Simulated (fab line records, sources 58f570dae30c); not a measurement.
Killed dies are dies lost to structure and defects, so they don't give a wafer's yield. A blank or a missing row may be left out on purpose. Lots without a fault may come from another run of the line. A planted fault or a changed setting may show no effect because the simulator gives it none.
Split-lot experiment | flow berkeley_cmos170 | 5 lots, 23 wafers read, on a route of 331 steps

THE SPLIT
At UCB170_ZERO_COAT_01 (resist thk 900 nm), the setting resist_thk_nm was moved away from the recipe's 900 nm on 11 of the 23 wafers read, by -6.0% to +5.0%. The other wafers ran this setting at the recipe's value.

The reading is taken at the split's own step.

THE READING
KrF_of_ZERO_COAT_01.thk_nm (the simulator's own value, which no gauge read), in nm, at UCB170_ZERO_COAT_01 (resist thk 900 nm). The file gives no usual value for it. The 12 wafers here that ran the recipe average 901.1 nm, standard deviation 2.3 nm.

wafer  | tool, chamber at the split | resist_thk_nm as run, nm | against the recipe | KrF_of_ZERO_COAT_01.thk_nm, nm | against lot-mates on the recipe
L075.1 | litho_track-04, 0          | 900                      | recipe             | 904.7                          | -
L075.3 | litho_track-04, 0          | 900                      | recipe             | 902.3                          | -
L075.6 | litho_track-04, 0          | 900                      | recipe             | 904.6                          | -
L078.1 | litho_track-04, 0          | 944.9                    | +5.0%              | 947.4                          | +46.5
L078.3 | litho_track-04, 0          | 900                      | recipe             | 900.6                          | -
L078.4 | litho_track-04, 0          | 900                      | recipe             | 901.2                          | -
L078.5 | litho_track-04, 0          | 944.9                    | +5.0%              | 945                            | +44.1
L078.6 | litho_track-04, 0          | 944.9                    | +5.0%              | 943.6                          | +42.7
L080.1 | litho_track-04, 0          | 900                      | recipe             | 897.5                          | -
L080.2 | litho_track-04, 0          | 939.4                    | +4.4%              | 937.6                          | +40.7
L080.3 | litho_track-04, 0          | 939.4                    | +4.4%              | 937.6                          | +40.7
L080.4 | litho_track-04, 0          | 939.4                    | +4.4%              | 937.9                          | +41.0
L080.6 | litho_track-04, 0          | 900                      | recipe             | 896.3                          | -
L081.1 | litho_track-02, 0          | 940.1                    | +4.5%              | 941.7                          | +40.7
L081.3 | litho_track-02, 0          | 940.1                    | +4.5%              | 940.6                          | +39.6
L081.4 | litho_track-02, 0          | 900                      | recipe             | 901.1                          | -
L081.5 | litho_track-02, 0          | 900                      | recipe             | 900.9                          | -
L081.6 | litho_track-02, 0          | 940.1                    | +4.5%              | 940                            | +39.0
L084.1 | litho_track-04, 0          | 900                      | recipe             | 901                            | -
L084.2 | litho_track-04, 0          | 846.2                    | -6.0%              | 846.7                          | -54.5
L084.3 | litho_track-04, 0          | 900                      | recipe             | 902.2                          | -
L084.4 | litho_track-04, 0          | 900                      | recipe             | 900.5                          | -
L084.6 | litho_track-04, 0          | 846.2                    | -6.0%              | 846                            | -55.2

THE FIT
A straight line over all 23 wafers: KrF_of_ZERO_COAT_01.thk_nm changes by +8.9 nm for each +1% of resist_thk_nm; r = +1.00; the points scatter about the line by 2.1 nm.
The same after taking each lot's own level away (the mean of its wafers on the recipe; 23 wafers): +9.09 nm for each +1%; r = +1.00; scatter 1 nm.
On that fit, the largest move of resist_thk_nm shifts the reading by 54 nm.
The lots' own levels span 896.90 to 903.87 nm, that is 3.0 times the standard deviation above.
So the lot-to-lot level changes the slope little: the two slopes agree.
Check: with one of the wafers moved furthest among these (-6.0%) left out of the fit, the line predicts -54.4 nm for it against its lot-mates. It came out at -54.5 nm against them.

OTHER SPLITS ON THESE WAFERS
These wafers also went through other splits before the reading. Each is held against what the fit with the lots' levels taken away leaves over:
other split on the same wafers   | wafers away from the commonest value | r with KrF_of_ZERO_COAT_01.thk_nm (lot level and that fit taken away)
UCB170_START_OXIDATION_02 temp_c | 10                                   | +0.22

THE WHOLE CHAIN: every reading that the file lists as answering this split, in the file's order
step                 | what it does      | reading                                                                     | change (the file's fit)              | r (the file's)
UCB170_ZERO_COAT_01  | resist thk 900 nm | KrF_of_ZERO_COAT_01.thk_nm (the simulator's own value, which no gauge read) | +9.08 nm for each +1% of the setting | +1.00
UCB170_ZERO_STRIP_07 | strips in O2      | strip_time_to_endpoint_s                                                    | withheld for each +1% of the setting | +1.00

THE FILE'S OWN FIT
KrF_of_ZERO_COAT_01.thk_nm changes by +9.08 nm for each +1% of resist_thk_nm, r = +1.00.
